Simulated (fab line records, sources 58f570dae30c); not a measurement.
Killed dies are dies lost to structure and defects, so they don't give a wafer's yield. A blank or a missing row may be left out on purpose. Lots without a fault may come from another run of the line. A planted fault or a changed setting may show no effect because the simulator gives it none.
fab line records | flow berkeley_cmos170
record lots=5 wafers=15 last_day=11
route steps=331 shown M2@291 V2@292 M3@309
lots that met no fault: from a run of the same line without faults
start_h: hours from the record's first day to the start of the lot's first wafer shown | wait_h: hours since the lot's step before | " the same as in the row above | L1.1+2: a row that stands for several wafers | - no value, or no start given | * or withheld: withheld | < > ~ a bound
route shown NAME@n: a module of which the file shows steps, and the number in the route of the first | usual: mean/standard deviation of fault-free wafers | same: alike in all rows | chamber/n: place in a boat | sites: the reading at each site | _std_site: their standard deviation | _edge_site: outer sites' mean less inner sites' | radius_mm: how far each site lies from the wafer's centre | mask NAME#n: copy n | behind: the tool/chamber that last shaped the wafer | hold: why the lot was held/for how many hours/how that ended | device: the transistor (n, p or np) that didn't switch | end of line: the same wafers' tests at the end of the route | a step without rows: its recipe alone | killed: dies lost to structure and defects at the first sort, not the wafer's yield | map: a wafer's dies, x killed, . not, _ none there
set.NAME: the setting as run; set.NAME@STEP: as run at that earlier step | model.NAME: the simulator's own value behind a step, which no gauge read
lots at some steps of the route; a table a step, a row a wafer
services: from which hour (start_h, from the record's first day; less than 0 if before it) a tool's chamber was out of use, for how many hours, and why
## steps
# step UCB170_M2_CD_MEAS_90
# recipe target_cd_nm=700
# usual cd_nm=700/3.2
# columns lot.wafer tool chamber start_h wait_h cd_nm
L083.1 cd_sem-02 - 240.34 0.1 700
L083.2 " - " " 699
L083.5 " - " " 702
L084.2 cd_sem-01 - 244.78 0.1 699
L084.4 " - " " 700
L084.5 " - " " 698
L090.2 cd_sem-01 - 267.05 0.1 699
L090.3 " - " " 702
L090.5 " - " " 702
L088.3 cd_sem-02 - 267.24 0.1 703
L088.4 " - " " 698
L088.5 " - " " 699
L089.2 cd_sem-01 - 268.73 0.1 704
L089.3 " - " " 695
L089.6 " - " " 703
# step UCB170_V2_CVD_00
# recipe material=SiO2 target_thk_nm=2000 temp_c=390 precursor=TEOS/O2 time_s=250 rf_w=550 pressure_mtorr=9000
# usual heater_power_w=279/53
# columns lot.wafer tool chamber start_h wait_h heater_power_w
L083.1 pecvd-02 1 240.46 0.1 346
L083.2 " 0 " " 206
L083.5 " 0 " " 270
L084.2 pecvd-02 1 244.88 0.1 392
L084.4 " 0 " " 262
L084.5 " 1 " " 280
L090.2 pecvd-01 2 267.15 0.1 386
L090.3 " 0 " " 360
L090.5 " 2 " " 293
L088.3 pecvd-04 0 267.32 0.1 249
L088.4 " 2 " " 257
L088.5 " 0 " " 198
L089.2 pecvd-02 1 268.83 0.1 339
L089.3 " 2 " " 284
L089.6 " 2 " " 215
# step UCB170_V2_THK_MEAS_01
# recipe reads=SiO2_of_V2_CVD_00
# usual V2_TEOS_THK=1989/25
# columns lot.wafer tool chamber start_h wait_h V2_TEOS_THK[nm]
L083.1 film_metro-03 - 240.67 0.1 1953
L083.2 " - " " 1961
L083.5 " - " " 2014
L084.2 film_metro-04 - 245.04 0.1 1946
L084.4 " - " " 1997
L084.5 " - " " 1988
L090.2 film_metro-01 - 267.31 0.1 2011
L090.3 " - " " 1967
L090.5 " - " " 2017
L088.3 film_metro-01 - 267.50 0.1 1945
L088.4 " - " " 1985
L088.5 " - " " 1973
L089.2 film_metro-01 - 269.00 0.1 1957
L089.3 " - " " 1965
L089.6 " - " " 1981
# step UCB170_V2_CMP_02
# recipe material=SiO2 down_force_psi=6 platen_rpm=60 pad_velocity_m_s=0.75398
# usual motor_current_A=15.5/2.4
# columns lot.wafer tool chamber start_h wait_h motor_current_A
L083.1 cmp-02 3 240.73 0.1 15.7
L083.2 " 0 " " 13.4
L083.5 " 3 " " 15.4
L084.2 cmp-02 0 245.09 0.0 13.6
L084.4 " 3 " " 16.4
L084.5 " 1 " " 12.3
L090.3 cmp-02 0 267.41 0.1 14.5
L090.2 " 1 " " 12.9
L090.5 " 0 " " 14.1
L088.3 cmp-02 1 268.86 1.3 12.8
L088.4 " 2 " " 17.0
L088.5 " 0 " " 15.0
L089.3 cmp-02 0 269.11 0.1 13.9
L089.2 " 3 " " 15.6
L089.6 " 1 " " 13.1
# step UCB170_V2_BOW_MEAS_03
# recipe mode=bow
# usual V2_BOW=37/7.3
# columns lot.wafer tool chamber start_h wait_h V2_BOW[um]
L083.1 film_metro-03 - 241.03 0.2 49
L083.2 " - " " 34
L083.5 " - " " 40
L084.2 film_metro-03 - 245.41 0.3 42
L084.4 " - " " 40
L084.5 " - " " 41
L090.2 film_metro-04 - 267.68 0.2 53
L090.3 " - " " 43
L090.5 " - " " 34
L088.3 film_metro-03 - 269.15 0.2 33
L088.4 " - " " 40
L088.5 " - " " 39
L089.2 film_metro-04 - 269.43 0.1 22
L089.3 " - " " 52
L089.6 " - " " 32
# step UCB170_V2_THK_MEAS_04
# recipe reads=SiO2_of_V2_CVD_00
# usual V2_POLISHED_THK=999.9/1.3
# columns lot.wafer tool chamber start_h wait_h V2_POLISHED_THK[nm]
L083.1 film_metro-03 - 241.15 0.1 1001.6
L083.2 " - " " 1000.3
L083.5 " - " " 1000.6
L084.2 film_metro-03 - 245.52 0.1 1000.8
L084.4 " - " " 1000.7
L084.5 " - " " 1000.4
L090.2 film_metro-04 - 267.79 0.1 1000.4
L090.3 " - " " 999.8
L090.5 " - " " 999.3
L088.3 film_metro-03 - 269.25 0.1 1000.7
L088.4 " - " " 999.0
L088.5 " - " " 1000.4
L089.2 film_metro-04 - 269.54 0.1 999.7
L089.3 " - " " 1000.2
L089.6 " - " " 1001.1
# step UCB170_V2_CLEAN_05
# recipe chemistry=DIW
# columns lot.wafer tool chamber start_h wait_h
L083.1+2+5 wet_bench-02 3 242.52 1.4
L084.2+4+5 wet_bench-03 2 245.57 0.0
L090.2+3+5 wet_bench-02 0 268.26 0.5
L088.3+4+5 wet_bench-02 1 269.29 0.0
L089.2+3+6 wet_bench-02 2 269.59 0.0
# step UCB170_V2_HMDS_06
# recipe prime_time_s=60 prime_temp_c=100
# columns lot.wafer tool chamber start_h wait_h
L083.1+2+5 litho_track-03 0 242.69 0.0
L084.2+4+5 litho_track-02 0 246.28 0.5
L090.2+3+5 litho_track-01 0 268.46 0.0
L088.3+4+5 litho_track-01 0 269.51 0.1
L089.2+3+6 litho_track-03 0 269.79 0.0
# step UCB170_V2_COAT_07
# recipe resist=KrF spin_rpm=1500 resist_thk_nm=900
# columns lot.wafer tool chamber start_h wait_h
L083.1+2+5 litho_track-03 0 242.84 0.1
L084.2+4+5 litho_track-02 0 246.43 0.1
L090.2+3+5 litho_track-01 0 268.61 0.1
L088.3+4+5 litho_track-01 0 269.66 0.1
L089.2+3+6 litho_track-03 0 269.94 0.1
# step UCB170_V2_SOFTBAKE_08
# recipe resist=KrF temp_c=130 time_s=60
# columns lot.wafer tool chamber start_h wait_h
L083.1+2+5 litho_track-03 0 242.99 0.1
L084.2+4+5 litho_track-02 0 246.58 0.1
L090.2+3+5 litho_track-01 0 268.76 0.1
L088.3+4+5 litho_track-01 0 269.81 0.1
L089.2+3+6 litho_track-03 0 270.09 0.1
# step UCB170_V2_EXPOSE_09
# recipe mask_id=VIA2 target_cd_nm=700 na=0.5 sigma_outer=0.6 source_shape=conventional dose_mj=37
# usual exposure_dose_mJ_cm2=36.97/0.039
# columns lot.wafer tool chamber start_h wait_h mask exposure_dose_mJ_cm2
L083.1 krf_scanner-02 0 243.27 0.2 VIA2#0 37.02
L083.2 " 0 " " VIA2#0 36.97
L083.5 " 0 " " VIA2#0 36.97
L084.2 krf_scanner-02 0 246.87 0.3 VIA2#0 37.04
L084.4 " 0 " " VIA2#0 36.96
L084.5 " 0 " " VIA2#0 37.01
L090.2 krf_scanner-02 0 268.90 0.1 VIA2#0 36.97
L090.3 " 0 " " VIA2#0 36.97
L090.5 " 0 " " VIA2#0 36.98
L088.3 krf_scanner-01 0 270.07 0.2 VIA2#0 36.98
L088.4 " 0 " " VIA2#0 37.01
L088.5 " 0 " " VIA2#0 36.99
L089.2 krf_scanner-02 0 270.36 0.2 VIA2#0 37.00
L089.3 " 0 " " VIA2#0 37.03
L089.6 " 0 " " VIA2#0 37.05
# step UCB170_V2_PEB_10
# recipe peb_temp_c=130 peb_time_s=withheld resist=KrF
# columns lot.wafer tool chamber start_h wait_h
L083.1+2+5 litho_track-02 0 243.53 0.2
L084.2+4+5 litho_track-02 0 247.46 0.6
L090.2+3+5 litho_track-03 0 269.03 0.1
L088.3+4+5 litho_track-02 0 270.20 0.1
L089.2+3+6 litho_track-03 0 270.48 0.1
# step UCB170_V2_DEVELOP_11
# recipe developer=TMAH develop_time_s=45 resist=KrF dev_temp_c=21
# columns lot.wafer tool chamber start_h wait_h
L083.1+2+5 litho_track-02 0 - -
L084.2+4+5 litho_track-02 0 - -
L090.2+3+5 litho_track-03 0 - -
L088.3+4+5 litho_track-02 0 - -
L089.2+3+6 litho_track-03 0 - -
# step UCB170_V2_CD_MEAS_12
# recipe target_cd_nm=700
# usual cd_nm=700.0/1.3
# columns lot.wafer tool chamber start_h wait_h cd_nm
L083.1 cd_sem-01 - 243.80 - 701.2
L083.2 " - " " 701.4
L083.5 " - " " 701.2
L084.2 cd_sem-02 - 247.73 - 698.1
L084.4 " - " " 698.3
L084.5 " - " " 698.2
L090.2 cd_sem-02 - 269.47 - 698.1
L090.3 " - " " 698.3
L090.5 " - " " 699.2
L088.3 cd_sem-02 - 270.47 - 698.8
L088.4 " - " " 699.5
L088.5 " - " " 698.3
L089.2 cd_sem-02 - 270.75 - 699.7
L089.3 " - " " 698.4
L089.6 " - " " 700.6
# step UCB170_V2_OVL_MEAS_13
# usual V2_OVL=3/5.9
# columns lot.wafer tool chamber start_h wait_h V2_OVL[nm]
L083.1 overlay-01 - 243.92 0.1 -6
L083.2 " - " " 1
L083.5 " - " " -7
L084.2 overlay-02 - 247.83 0.1 -2
L084.4 " - " " -2
L084.5 " - " " -5
L090.2 overlay-01 - 269.57 0.1 2
L090.3 " - " " -4
L090.5 " - " " -4
L088.3 overlay-01 - 270.56 0.1 4
L088.4 " - " " 12
L088.5 " - " " 7
L089.2 overlay-02 - 270.85 0.1 3
L089.3 " - " " 3
L089.6 " - " " -1
# step UCB170_V2_ETCH_14
# recipe chemistry=CHF3/CF4/Ar target=SiO2 stop_on=Al CHF3_flow_sccm=45 cf4_flow_sccm=15 Ar_flow_sccm=150 pressure_mtorr=200 rf_w=700 target_depth_a=12500 over_etch_frac=0.25 time_s=291
# usual drypump_motor_current_A=5.8/0.41 oes_product_au=0.866/0.011 throttle_valve_pct=6.94/0.13
# columns lot.wafer tool chamber start_h wait_h drypump_motor_current_A oes_product_au rf_hours_counter_h throttle_valve_pct
L083.1 rie_diel-04 3 243.96 0.0 5.7 0.886 19 6.91
L083.2 " 2 " " 6.6 0.856 20 6.81
L083.5 " 2 " " 6.5 0.860 - 6.80
L084.2 rie_diel-01 2 247.86 0.0 5.5 0.850 53 6.74
L084.4 " 0 " " 5.3 0.865 - 6.93
L084.5 " 1 " " 5.8 0.870 - 7.11
L090.2 rie_diel-01 1 269.60 0.0 5.8 0.860 51 7.13
L090.3 " 0 " " 5.3 0.869 6 6.93
L090.5 " 0 " " 5.3 0.868 - 6.92
L088.3 rie_diel-02 3 270.58 0.0 5.3 0.879 16 6.93
L088.4 " 2 " " 6.3 0.863 - 6.94
L088.5 " 3 " " 5.3 0.878 - 6.93
L089.2 rie_diel-01 1 270.88 0.0 5.8 0.870 51 7.12
L089.3 " 2 " " 5.4 0.852 55 6.74
L089.6 " 0 " " 5.3 0.875 - 6.92
# step UCB170_V2_STRIP_15
# recipe chemistry=O2 power_w=400 pressure_mtorr=3500 platen_temp_c=withheld o2_flow_sccm=400 overash_fraction=0.5
# usual drypump_motor_current_A=5.8/0.39 oes_product_au=0.723/0.005 strip_time_to_endpoint_s=15.33/0.11
# columns lot.wafer tool chamber start_h wait_h drypump_motor_current_A oes_product_au rf_hours_counter_h strip_time_to_endpoint_s
L083.1 plasma_asher-01 1 244.14 0.1 6.0 0.722 50 15.16
L083.2 " 0 " " 6.1 0.723 50 15.45
L083.5 " 1 " " 6.0 0.720 - 15.43
L084.2 plasma_asher-01 1 248.04 0.1 6.0 0.729 51 15.34
L084.4 " 0 " " 6.1 0.727 - 15.36
L084.5 " 1 " " 6.0 0.716 - 15.30
L090.2 plasma_asher-02 0 269.78 0.1 5.0 0.719 17 15.45
L090.3 " 0 " " 5.0 0.732 - 15.44
L090.5 " 0 " " 5.0 0.732 - 15.35
L088.3 plasma_asher-04 1 270.80 0.1 5.6 0.727 - 15.44
L088.4 " 0 " " 5.3 0.713 - 15.26
L088.5 " 0 " " 5.4 0.719 - 15.42
L089.2 plasma_asher-01 0 271.06 0.1 6.1 0.723 54 15.24
L089.3 " 1 " " 6.0 0.726 - 15.35
L089.6 " 1 " " 6.0 0.719 - 15.32
# step UCB170_V2_CD_MEAS_90
# recipe target_cd_nm=700
# usual cd_nm=700.2/1.4
# columns lot.wafer tool chamber start_h wait_h cd_nm
L083.1 cd_sem-02 - 244.24 0.1 701.5
L083.2 " - " " 702.2
L083.5 " - " " 702.1
L084.2 cd_sem-02 - 248.16 0.1 697.9
L084.4 " - " " 698.4
L084.5 " - " " 699.0
L090.2 cd_sem-02 - 269.95 0.1 699.0
L090.3 " - " " 697.7
L090.5 " - " " 699.0
L088.3 cd_sem-02 - 270.90 0.1 698.4
L088.4 " - " " 700.4
L088.5 " - " " 697.5
L089.2 cd_sem-02 - 271.18 0.1 699.8
L089.3 " - " " 699.1
L089.6 " - " " 700.2
# step UCB170_M3_PRE_CLEAN_00
# recipe gas=Ar preclean_etch_time_s=60
# columns lot.wafer tool chamber start_h wait_h
L083.1+2+5 pvd_sputter-02 - 244.36 0.1
L084.2+4+5 pvd_sputter-03 - 248.26 0.1
L090.2+3+5 pvd_sputter-02 - 270.05 0.1
L088.3+4+5 pvd_sputter-01 - 270.98 0.1
L089.2+3+6 pvd_sputter-02 - 271.28 0.1
# step UCB170_M3_SPUTTER_01
# recipe material=Al target_thk_nm=900 time_s=120 power_w=6000 chamber_pressure_pa=0.5
# usual throttle_valve_pct=29.8/0.94
# columns lot.wafer tool chamber start_h wait_h throttle_valve_pct
L083.1 pvd_sputter-02 - 244.42 0.0 30.6
L083.2 " - " " 30.8
L083.5 " - " " 29.9
L084.2 pvd_sputter-03 - 248.33 0.0 28.3
L084.4 " - " " 29.2
L084.5 " - " " 28.3
L090.2 pvd_sputter-02 - 270.12 0.0 30.0
L090.3 " - " " 30.8
L090.5 " - " " 29.9
L088.3 pvd_sputter-01 - 271.05 0.0 30.4
L088.4 " - " " 28.4
L088.5 " - " " 29.2
L089.2 pvd_sputter-02 - 271.35 0.0 30.3
L089.3 " - " " 31.2
L089.6 " - " " 30.9
# step UCB170_M3_RS_MEAS_02
# recipe thk_meas_gauge=four-point-probe reads=Al_of_M3_SPUTTER_01
# usual M3_AL_RS=0.0321/0.0003
# columns lot.wafer tool chamber start_h wait_h M3_AL_RS[ohm/sq]
L083.1 film_metro-02 - 244.51 0.0 0.0318
L083.2 " - " " 0.0320
L083.5 " - " " 0.0317
L084.2 film_metro-01 - 248.43 0.1 0.0322
L084.4 " - " " 0.0319
L084.5 " - " " 0.0324
L090.2 film_metro-01 - 270.22 0.1 0.0317
L090.3 " - " " 0.0318
L090.5 " - " " 0.0317
L088.3 film_metro-04 - 271.17 0.1 0.0323
L088.4 " - " " 0.0325
L088.5 " - " " 0.0326
L089.2 film_metro-02 - 271.45 0.1 0.0323
L089.3 " - " " 0.0322
L089.6 " - " " 0.0322
# step UCB170_M3_THK_MEAS_03
# recipe thk_meas_gauge=xrf reads=Al_of_M3_SPUTTER_01
# usual M3_AL_THK=902/10
# columns lot.wafer tool chamber start_h wait_h M3_AL_THK[nm]
L083.1 film_metro-02 - 244.63 0.1 917
L083.2 " - " " 912
L083.5 " - " " 916
L084.2 film_metro-01 - 248.54 0.1 896
L084.4 " - " " 903
L084.5 " - " " 894
L090.2 film_metro-01 - 270.33 0.1 903
L090.3 " - " " 904
L090.5 " - " " 908
L088.3 film_metro-04 - 271.27 0.1 897
L088.4 " - " " 895
L088.5 " - " " 885
L089.2 film_metro-02 - 271.56 0.1 902
L089.3 " - " " 905
L089.6 " - " " 907
# step UCB170_M3_HMDS_04
# recipe prime_time_s=60 prime_temp_c=100
# columns lot.wafer tool chamber start_h wait_h
L083.1+2+5 litho_track-04 0 244.98 0.3
L084.2+4+5 litho_track-01 0 248.69 0.1
L090.2+3+5 litho_track-01 0 270.41 0.1
L088.3+4+5 litho_track-03 0 271.36 0.1
L089.2+3+6 litho_track-01 0 271.64 0.1
# step UCB170_M3_COAT_05
# recipe resist=KrF spin_rpm=1500 resist_thk_nm=900
# columns lot.wafer tool chamber start_h wait_h
L083.1+2+5 litho_track-04 0 245.13 0.1
L084.2+4+5 litho_track-01 0 248.84 0.1
L090.2+3+5 litho_track-01 0 270.56 0.1
L088.3+4+5 litho_track-03 0 271.51 0.1
L089.2+3+6 litho_track-01 0 271.79 0.1
# step UCB170_M3_SOFTBAKE_06
# recipe resist=KrF temp_c=130 time_s=60
# columns lot.wafer tool chamber start_h wait_h
L083.1+2+5 litho_track-04 0 245.28 0.1
L084.2+4+5 litho_track-01 0 248.99 0.1
L090.2+3+5 litho_track-01 0 270.71 0.1
L088.3+4+5 litho_track-03 0 271.66 0.1
L089.2+3+6 litho_track-01 0 271.94 0.1
# step UCB170_M3_STRIP_07
# recipe chemistry=O2 power_w=400 pressure_mtorr=3500 platen_temp_c=withheld o2_flow_sccm=400 overash_fraction=0.5
# usual drypump_motor_current_A=5.7/0.51 oes_product_au=0.734/0.0043 strip_time_to_endpoint_s=21.98/0.073
# columns lot.wafer tool chamber start_h wait_h drypump_motor_current_A oes_product_au rf_hours_counter_h strip_time_to_endpoint_s
L083.1 plasma_asher-03 0 245.43 0.1 6.1 0.729 50 22.00
L083.2 " 1 " " 4.9 0.736 50 21.89
L083.5 " 1 " " 4.9 0.735 - 21.98
L084.2 plasma_asher-02 0 249.11 0.1 5.0 0.731 14 22.13
L084.4 " 1 " " 5.8 0.740 - 22.12
L084.5 " 0 " " 5.0 0.730 - 22.08
L090.2 plasma_asher-03 1 270.83 0.1 4.9 0.725 54 22.05
L090.3 " 1 " " 4.9 0.728 - 22.09
L090.5 " 0 " " 6.1 0.735 - 22.06
L088.3 plasma_asher-03 1 271.79 0.1 4.9 0.737 - 21.94
L088.4 " 0 " " 6.1 0.734 - 22.02
L088.5 " 0 " " 6.1 0.735 - 21.91
L089.2 plasma_asher-01 0 272.06 0.1 6.1 0.735 54 21.99
L089.3 " 1 " " 6.0 0.733 - 21.99
L089.6 " 1 " " 6.0 0.735 - 22.00
# step UCB170_M3_STRIP_08
# recipe chemistry=DMSO temp_c=80 time_s=600 material=KrF
# usual bath_heat_duty_pct=18.1/1.4
# columns lot.wafer tool chamber start_h wait_h bath_heat_duty_pct
L083.1 wet_bench-02 2 245.55 0.1 18.9
L083.2 " 2 " " 17.5
L083.5 " 2 " " 20.0
L084.2 wet_bench-02 0 249.40 0.3 15.2
L084.4 " 0 " " 17.5
L084.5 " 0 " " 18.3
L090.2 wet_bench-01 1 270.93 0.1 18.8
L090.3 " 1 " " 17.9
L090.5 " 1 " " 19.2
L088.3 wet_bench-04 0 271.86 0.0 18.7
L088.4 " 0 " " 19.2
L088.5 " 0 " " 20.3
L089.2 wet_bench-02 3 272.16 0.1 17.9
L089.3 " 3 " " 19.1
L089.6 " 3 " " 20.2
# step UCB170_M3_COAT_09
# recipe resist=BARC temp_c=withheld time_s=withheld spin_rpm=3000 resist_thk_nm=withheld
# columns lot.wafer tool chamber start_h wait_h
L083.1+2+5 litho_track-01 0 246.16 0.4
L084.2+4+5 litho_track-01 0 249.62 0.0
L090.2+3+5 litho_track-01 0 271.13 0.0
L088.3+4+5 litho_track-03 0 272.76 0.7
L089.2+3+6 litho_track-04 0 273.27 0.9
# step UCB170_M3_COAT_10
# recipe resist=KrF spin_rpm=1500 resist_thk_nm=900
# columns lot.wafer tool chamber start_h wait_h
L083.1+2+5 litho_track-01 0 - -
L084.2+4+5 litho_track-01 0 - -
L090.2+3+5 litho_track-01 0 - -
L088.3+4+5 litho_track-03 0 - -
L089.2+3+6 litho_track-04 0 - -
# step UCB170_M3_SOFTBAKE_11
# recipe resist=KrF temp_c=130 time_s=60
# columns lot.wafer tool chamber start_h wait_h
L083.1+2+5 litho_track-01 0 - -
L084.2+4+5 litho_track-01 0 - -
L090.2+3+5 litho_track-01 0 - -
L088.3+4+5 litho_track-03 0 - -
L089.2+3+6 litho_track-04 0 - -
# step UCB170_M3_EXPOSE_12
# recipe mask_id=METAL3 target_cd_nm=700 na=0.5 sigma_outer=0.6 source_shape=conventional dose_mj=26
# usual exposure_dose_mJ_cm2=25.988/0.029
# columns lot.wafer tool chamber start_h wait_h mask exposure_dose_mJ_cm2
L083.1 krf_scanner-02 0 246.73 - METAL3#0 25.964
L083.2 " 0 " " METAL3#0 25.968
L083.5 " 0 " " METAL3#0 25.980
L084.2 krf_scanner-02 0 250.06 - METAL3#0 26.000
L084.4 " 0 " " METAL3#0 26.032
L084.5 " 0 " " METAL3#0 26.049
L090.2 krf_scanner-02 0 271.70 - METAL3#0 25.944
L090.3 " 0 " " METAL3#0 26.004
L090.5 " 0 " " METAL3#0 25.975
L088.3 krf_scanner-02 0 273.20 - METAL3#0 25.976
L088.4 " 0 " " METAL3#0 25.963
L088.5 " 0 " " METAL3#0 26.046
L089.2 krf_scanner-02 0 273.77 - METAL3#0 25.976
L089.3 " 0 " " METAL3#0 25.994
L089.6 " 0 " " METAL3#0 25.955
# step UCB170_M3_PEB_13
# recipe peb_temp_c=130 peb_time_s=withheld resist=KrF
# columns lot.wafer tool chamber start_h wait_h
L083.1+2+5 litho_track-01 0 247.33 0.6
L084.2+4+5 litho_track-04 0 250.18 0.1
L090.2+3+5 litho_track-04 0 271.82 0.1
L088.3+4+5 litho_track-01 0 274.19 1.0
L089.2+3+6 litho_track-03 0 274.46 0.7
# step UCB170_M3_DEVELOP_14
# recipe developer=TMAH develop_time_s=45 resist=KrF dev_temp_c=21
# columns lot.wafer tool chamber start_h wait_h
L083.1+2+5 litho_track-01 0 - -
L084.2+4+5 litho_track-04 0 - -
L090.2+3+5 litho_track-04 0 - -
L088.3+4+5 litho_track-01 0 - -
L089.2+3+6 litho_track-03 0 - -
# step UCB170_M3_CD_MEAS_15
# recipe target_cd_nm=700
# usual cd_nm=699.8/1.4
# columns lot.wafer tool chamber start_h wait_h cd_nm
L083.1 cd_sem-01 - 247.61 - 702.1
L083.2 " - " " 703.0
L083.5 " - " " 701.9
L084.2 cd_sem-02 - 250.45 - 702.1
L084.4 " - " " 700.8
L084.5 " - " " 702.4
L090.2 cd_sem-02 - 272.09 - 698.2
L090.3 " - " " 698.1
L090.5 " - " " 696.8
L088.3 cd_sem-02 - 274.45 - 700.7
L088.4 " - " " 699.6
L088.5 " - " " 699.4
L089.2 cd_sem-02 - 274.73 - 700.3
L089.3 " - " " 698.9
L089.6 " - " " 700.4
# step UCB170_M3_OVL_MEAS_16
# usual M3_OVL=-3/6
# columns lot.wafer tool chamber start_h wait_h M3_OVL[nm]
L083.1 overlay-01 - 247.73 0.1 -4
L083.2 " - " " -8
L083.5 " - " " -11
L084.2 overlay-01 - 250.56 0.1 2
L084.4 " - " " -1
L084.5 " - " " -7
L090.2 overlay-01 - 272.20 0.1 -3
L090.3 " - " " -5
L090.5 " - " " -14
L088.3 overlay-02 - 274.54 0.1 -9
L088.4 " - " " -4
L088.5 " - " " -10
L089.2 overlay-02 - 274.84 0.1 -13
L089.3 " - " " -7
L089.6 " - " " -10
# step UCB170_M3_ETCH_17
# recipe chemistry=N2/H2 target_depth_a=withheld overetch_a=withheld target=BARC time_s=withheld source_w=500 bias_w=100 pressure_mtorr=30 n2_flow_sccm=100 h2_flow_sccm=200
# usual drypump_motor_current_A=5.7/0.49 n2_flow_sccm=100.01/0.26 oes_product_au=0.997/0.02 throttle_valve_pct=13.37/0.14
# columns lot.wafer tool chamber start_h wait_h drypump_motor_current_A n2_flow_sccm oes_product_au throttle_valve_pct
L083.1 rie_diel-02 0 247.77 0.0 5.5 100.17 1.022 13.24
L083.2 " 1 " " 6.0 100.16 0.970 13.38
L083.5 " 1 " " 6.0 99.96 0.973 13.37
L084.2 rie_diel-02 0 250.59 0.0 5.5 99.49 1.017 13.23
L084.4 " 1 " " 6.0 100.40 0.974 13.38
L084.5 " 2 " " 6.3 99.74 1.013 13.38
L090.2 rie_diel-01 2 272.23 0.0 5.5 99.91 0.967 13.04
L090.3 " 0 " " 5.3 99.85 1.002 13.36
L090.5 " 2 " " 5.4 100.12 0.965 13.02
L088.3 rie_diel-01 2 274.57 0.0 5.5 99.54 0.973 13.02
L088.4 " 1 " " 5.8 100.32 1.001 13.53
L088.5 " 2 " " 5.5 99.66 0.959 13.01
L089.2 rie_diel-03 1 274.87 0.0 5.3 99.76 1.012 13.38
L089.3 " 0 " " 6.7 100.25 1.002 13.40
L089.6 " 3 " " 5.8 99.95 0.994 13.42
# step UCB170_M3_METAL_ETCH_18
# recipe chemistry=Cl2/BCl3 target=Al stop_on=SiO2 pressure_mtorr=12 target_depth_a=11700 over_etch_frac=0.3 time_s=195 icp_w=600 bias_w=120 Cl2_flow_sccm=90 bcl3_flow_sccm=45
# usual drypump_motor_current_A=5.9/0.46 oes_product_au=0.854/0.012 throttle_valve_pct=24.48/0.15
# columns lot.wafer tool chamber start_h wait_h drypump_motor_current_A oes_product_au rf_hours_counter_h throttle_valve_pct
L083.1 rie_metal-04 1 247.81 - 6.4 0.851 7.5 24.28
L083.2 " 0 " " 6.4 0.847 10.3 24.29
L083.5 " 0 " " 6.4 0.858 - 24.30
L084.2 rie_metal-04 0 250.63 - 6.4 0.853 10.6 24.30
L084.4 " 0 " " 6.4 0.853 - 24.30
L084.5 " 0 " " 6.4 0.854 - 24.32
L090.2 rie_metal-01 1 272.27 - 6.0 0.876 2.1 24.55
L090.3 " 1 " " 6.1 0.879 - 24.57
L090.5 " 1 " " 6.0 0.870 - 24.58
L088.3 rie_metal-04 0 274.67 - 6.5 0.845 - 24.30
L088.4 " 1 " " 6.3 0.844 - 24.27
L088.5 " 1 " " 6.4 0.848 - 24.28
L089.2 rie_metal-01 0 274.91 - 5.2 0.853 7.0 24.60
L089.3 " 1 " " 6.0 0.867 - 24.58
L089.6 " 1 " " 6.1 0.864 - 24.60
# step UCB170_M3_STRIP_19
# recipe chemistry=O2 power_w=400 pressure_mtorr=3500 platen_temp_c=withheld o2_flow_sccm=400 overash_fraction=0.5
# usual drypump_motor_current_A=5.6/0.51 oes_product_au=0.548/0.01
# columns lot.wafer tool chamber start_h wait_h drypump_motor_current_A oes_product_au rf_hours_counter_h
L083.1 plasma_asher-02 1 247.99 0.1 5.8 0.528 14
L083.2 " 0 " " 5.0 0.548 14
L083.5 " 0 " " 5.0 0.543 -
L084.2 plasma_asher-03 0 250.82 0.1 6.1 0.544 52
L084.4 " 0 " " 6.1 0.551 -
L084.5 " 0 " " 6.1 0.538 -
L090.2 plasma_asher-03 0 272.46 0.1 6.1 0.554 54
L090.3 " 1 " " 5.0 0.545 -
L090.5 " 1 " " 5.0 0.545 -
L088.3 plasma_asher-03 1 274.83 0.1 4.9 0.548 -
L088.4 " 0 " " 6.1 0.533 -
L088.5 " 1 " " 4.9 0.535 -
L089.2 plasma_asher-03 0 275.10 0.1 6.1 0.547 54
L089.3 " 1 " " 4.9 0.539 -
L089.6 " 1 " " 4.9 0.549 -
# step UCB170_M3_CD_MEAS_90
# recipe target_cd_nm=700
# usual cd_nm=700/3.6
# columns lot.wafer tool chamber start_h wait_h cd_nm
L083.1 cd_sem-01 - 248.09 0.1 702
L083.2 " - " " 701
L083.5 " - " " 703
L084.2 cd_sem-02 - 251.02 0.2 703
L084.4 " - " " 701
L084.5 " - " " 703
L090.2 cd_sem-02 - 272.58 0.1 702
L090.3 " - " " 696
L090.5 " - " " 698
L088.3 cd_sem-02 - 274.94 0.1 700
L088.4 " - " " 697
L088.5 " - " " 695
L089.2 cd_sem-02 - 275.22 0.1 703
L089.3 " - " " 696
L089.6 " - " " 700
# step UCB170_M3_BOW_MEAS_20
# recipe mode=bow
# usual M3_BOW=35/7.2
# columns lot.wafer tool chamber start_h wait_h M3_BOW[um]
L083.1 film_metro-01 - 248.21 0.1 47
L083.2 " - " " 32
L083.5 " - " " 36
L084.2 film_metro-02 - 251.14 0.1 37
L084.4 " - " " 37
L084.5 " - " " 38
L090.2 film_metro-04 - 272.70 0.1 52
L090.3 " - " " 42
L090.5 " - " " 33
L088.3 film_metro-01 - 275.16 0.2 31
L088.4 " - " " 39
L088.5 " - " " 38
L089.2 film_metro-01 - 275.34 0.1 22
L089.3 " - " " 53
L089.6 " - " " 32
## services
# columns tool chamber start_h hours kind
wet_bench-02 - 219.32 0.7 repair
plasma_asher-01 - 221.08 0.8 repair
rie_diel-04 - 223.86 4.3 pm
pvd_sputter-03 - 223.89 0.5 repair
rie_diel-02 3 226.93 26.0 repair
plasma_asher-03 - 227.82 2.5 repair
krf_scanner-02 - 227.82 3.6 pm
plasma_asher-02 - 228.72 2.8 pm
pecvd-04 - 228.84 0.8 pm
rie_diel-04 - 232.75 0.7 repair
cmp-02 - 239.48 0.4 repair
plasma_asher-04 - 240.19 13.7 repair
pecvd-04 - 242.50 14.0 pm
rie_diel-01 3 245.83 6.3 repair
rie_diel-04 - 246.37 1.0 repair
rie_diel-04 0 248.31 4.7 repair
pvd_sputter-01 - 249.72 5.3 repair
wet_bench-03 - 257.79 3.7 repair
pecvd-01 - 261.64 5.5 pm
rie_diel-03 - 263.48 0.3 repair
pvd_sputter-03 - 264.65 1.0 repair
rie_diel-03 2 269.03 15.1 repair
rie_diel-02 - 269.54 0.6 repair
krf_scanner-01 - 271.52 4.4 pm
## key
fault none
